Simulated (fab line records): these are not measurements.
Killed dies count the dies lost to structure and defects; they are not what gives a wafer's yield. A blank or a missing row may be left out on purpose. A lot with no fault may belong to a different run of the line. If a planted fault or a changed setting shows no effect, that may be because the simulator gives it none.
Problem report, 8D (eight disciplines) form, completed by code :: flow berkeley cmos170 :: the parts of the form that need people (team, actions taken, sign-off) are left out

== 1. THE ISSUE ==
Mean of dose ions cm2 at UCB170_NVT_IMPLANT_07: 3e+12 across 6 wafers in 2 lots; on wafers with no fault it is 3e+12 (standard deviation 3.3e+09). That puts it +38 standard deviations away from the usual mean.
First observed at day 9 22:42: wafer L767.1, on implanter-04. The record has a number at this step for 42 wafers belonging to 14 lots. By rule, "out" or "out of limits" means more than 4 standard deviations away from the usual mean. The other wafers with a number count as sound.

== 2. WHAT THIS IS AND IS NOT ==
question: which readings at this step
is: dose ions cm2
is not: -

question: which lots
is: L767, L770
is not: L747, L748, L749, L750, L752, L754, L756, L757, L758, L759, L763, L765

question: which wafers of those lots
is: all that have a number
is not: -

question: read on which tools
is: implanter-04
is not: implanter-01

question: when
is: from day 9 22:42
is not: up to then (36 sound wafers)

== 3. SUSPECTS, AND WHAT RULES EACH OUT ==
Counting: any tool at a process step up to the reading is kept as a suspect provided that every lot that is out went through it and no sound lot did after the first of them.
- implanter-04 at UCB170_NVT_IMPLANT_07: kept. All lots that are out passed through it, beginning with L767 at day 9 22:42, and no sound lot followed; its final sound lot before that point was L757 at day 8 01:43. Its own readings are out on those wafers: dose ions cm2.
After counting, what remains is implanter-04 at UCB170_NVT_IMPLANT_07.

== 4. THE CAUSE (what the simulator had put in) ==
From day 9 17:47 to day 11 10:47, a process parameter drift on implanter-04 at UCB170_NVT_IMPLANT_07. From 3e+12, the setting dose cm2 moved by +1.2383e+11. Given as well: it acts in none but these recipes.
Only this tool survived the counting.

== 5. SEQUENCE OF EFFECTS, ordered by route ==
One row per reading whose mean, taken over the struck wafers that have a number, lies over 3 standard deviations from the usual. Only readings whose record carries a usual standard deviation are examined. hours: median over the lots of the time between each lot's start at the first step of this table that gives one and its start at this step. sigmas: the change, counted in usual standard deviations.
hours: 0
step: UCB170_NVT_IMPLANT_07
reading: dose ions cm2
usual: 3e+12
on struck wafers: 3e+12
change: +1e+11
sigmas: +38
Here are the process steps it includes:
- UCB170_NVT_IMPLANT_07
Later measuring or inspecting steps at which every struck wafer that the step has a row for has a number for every such reading, and none has moved that far: UCB170_PVT_OVL_MEAS_06.

== 6. WHAT WOULD HAVE CAUGHT IT SOONER ==
The fault began at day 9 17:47; the first out-of-limits reading in this record came at day 9 22:42, 5 hours later.
